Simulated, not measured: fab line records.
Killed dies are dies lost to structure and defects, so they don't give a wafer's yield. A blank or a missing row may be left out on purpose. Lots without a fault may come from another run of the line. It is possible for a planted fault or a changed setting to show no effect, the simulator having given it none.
8D (eight disciplines) problem report, filled in by code :: flow berkeley-cmos170 :: the parts of the form that need people (team, actions taken, sign-off) are left out

== 1. WHAT WENT WRONG ==
Mean NSD_TW at UCB170_NSD_TW_MEAS_10: 3818 over 6 wafers in 2 lots; fault-free wafers: 4225, standard deviation 27. Relative to the usual mean, that is a shift of -15 standard deviations.
The first sign was on wafer L550.2 at day 8 20:07, on film-metro-01. The record has a number at this step for 24 wafers belonging to 8 lots. The rule behind "out" and "out of limits": a value lying over 4 standard deviations away from the usual mean. The other wafers with a number count as sound.

== 2. WHAT IT IS; WHAT IT IS NOT ==
question: which readings at this step
is: NSD_TW
is not: -

question: which lots
is: L550, L552
is not: L554, L556, L558, L561, L562, L564

question: which wafers of those lots
is: all that have a number
is not: -

question: read on which gauges
is: film-metro-01
is not: film-metro-02, film-metro-03

question: when
is: from day 8 20:07
is not: up to then (0 sound wafers); but 18 sound wafers of L554, L556, L558, L561, L562, L564 came after

== 3. SUSPECTS, AND WHAT RULES EACH OUT ==
Counting: a tool at any process step up to the reading remains a suspect when it ran all the lots that are out and ran no sound lot after the first of those.
- the gauge at UCB170_NSD_TW_MEAS_10 is ruled out. All the wafers that are out were read on film-metro-01, but those of them that UCB170_NSD_IMPLANT_08 has rows for are out there too, on other tools.
- implanter-04 at UCB170_NSD_IMPLANT_08: kept. It ran every lot that is out, first L550 (day 8 19:53), and no sound lot after that. Its own readings are out on those wafers: beam-energy-keV.
- plasma-asher-02 at UCB170_NSD_STRIP_09 (strips in O2): ruled out as a lasting fault. Sound lots L564 ran on it after its first lot that is out, L550 (day 8 20:01).
After counting, what remains is implanter-04 at UCB170_NSD_IMPLANT_08.

== 4. THE CAUSE (what the simulator had put in) ==
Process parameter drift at UCB170_NSD_IMPLANT_08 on implanter-04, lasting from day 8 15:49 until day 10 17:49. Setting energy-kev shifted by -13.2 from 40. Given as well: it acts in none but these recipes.
The count eliminated every tool but this one.

== 5. THE EFFECT CHAIN, in route order ==
Rows list readings where the struck wafers' mean (over those with a number) sits beyond 3 standard deviations from the usual. Only readings for which the record gives a usual standard deviation are gone through. hours: the time from each lot's start at the first step in this table that gives one to its start at this step, as a median over the lots. sigmas: the change in usual standard deviations.
hours: 0
step: UCB170_NSD_IMPLANT_08
reading: beam-energy-keV
usual: 39.998
on struck wafers: 26.810
change: -13.188
sigmas: -99 or more

hours: 0
step: UCB170_NSD_STRIP_09
reading: oes-product-au
usual: 0.533 a.u.
on struck wafers: 0.582
change: +0.049
sigmas: +9.7

hours: 0
step: UCB170_NSD_STRIP_09
reading: strip-time-to-endpoint-s
usual: 35.78 s
on struck wafers: 31.05
change: -4.73
sigmas: -72

hours: 0
step: UCB170_NSD_TW_MEAS_10
reading: NSD_TW
usual: 4225
on struck wafers: 3818
change: -407
sigmas: -15

hours: 2
step: UCB170_SDANNEAL_RS_MEAS_03
reading: NSD_RS
usual: 37.15 ohm/sq
on struck wafers: 42.46
change: +5.31
sigmas: +55
Here are the process steps it includes:
- UCB170_NSD_IMPLANT_08
- UCB170_NSD_STRIP_09: strips in O2.

== 6. WHAT WOULD HAVE CAUGHT IT SOONER ==
Counted from the fault's start at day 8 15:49, it took 4 hours until the first out-of-limits reading at a measuring or inspecting step in this record, taken at day 8 20:07.
Tool's own readings at UCB170_NSD_IMPLANT_08, beam-energy-keV: out on all struck wafers the step has rows for; an alarm limit on them would have tripped on the first.
L552, from the lots that are out (2), started UCB170_NSD_IMPLANT_08 on implanter-04 later than day 8 20:07. It would have been spared by a hold on the tool at that moment.
